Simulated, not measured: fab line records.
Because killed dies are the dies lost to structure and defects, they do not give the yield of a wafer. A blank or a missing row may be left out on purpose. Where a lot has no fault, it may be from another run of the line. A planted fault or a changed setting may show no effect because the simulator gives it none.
Which of the tools did it?	flow berkeley cmos170	Sampling: 7 lots, 21 wafers, 2 of 331 route steps

WHAT THE GAUGES SHOWED, per wafer
UCB170_GATE_THK_MEAS_02.
lot	measured	on	GATE_OXIDE_THK (nm)
L507	day 8 17:11	film metro-02	6.55 6.74 6.65
L509	day 8 17:15	film metro-03	6.52 6.50 6.49
L511	day 9 04:34	film metro-01	10.42 10.31 10.43
L513	day 9 09:35	film metro-03	6.85 6.85 6.78
L520	day 11 04:28	film metro-02	6.49 6.70 6.73
L522	day 11 04:27	film metro-01	6.62 6.60 6.51
L524	day 11 14:59	film metro-03	6.51 6.47 6.58

TOOL THAT RAN EACH LOT (tool first, then ch and the chambers of the sampled wafers, then the start)
lot	UCB170_GATE_OXIDATION_01
L507	furnace-01 ch 0, day 8 15:41
L509	furnace-01 ch 0, day 8 15:41
L511	furnace-01 ch 0, day 9 03:04
L513	furnace-02 ch 0, day 9 08:05
L520	furnace-02 ch 0, day 11 02:57
L522	furnace-02 ch 0, day 11 02:57
L524	furnace-02 ch 0, day 11 13:29
- UCB170_GATE_OXIDATION_01: target thk 6.6 nm, ox time 1800 s.

THE ANSWER, worked out from the rows above alone
Rule: the lots themselves supply what counts as usual. The widest of any qualifying gaps counts: lots, ordered by their means at a reading, are off when they make up no more than a third of the lots, leave a main group of 4 or more, and stand apart from it by 3 or more times the standard deviation of that group's means. The tables above print the reading to a certain number of digits; a main group whose means all agree to those digits is not used. Also off: a lot with no number at a reading for which 4 or more lots have one. The other lots that the step has rows for count as sound.
Off: at UCB170_GATE_THK_MEAS_02 (GATE_OXIDE_THK), L511. Mean 6.62 nm and standard deviation 0.11 in the main group.
A tool fits if, at a process step before that reading, it ran every lot that is off, and no sound lot after the first of them. Gauges at UCB170_GATE_THK_MEAS_02: tried the same way as those tools. One candidate fits, namely furnace-01 at UCB170_GATE_OXIDATION_01. Its last sound lot is L507 (day 8 15:41), its first lot that is off L511 (day 9 03:04): a fault that began between those two fits.

WHAT THE SIMULATOR HAD PUT IN
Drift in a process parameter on furnace-01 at UCB170_GATE_OXIDATION_01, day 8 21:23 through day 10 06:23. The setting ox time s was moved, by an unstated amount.
Struck lots among those shown: L511. The same result came from the rule above.
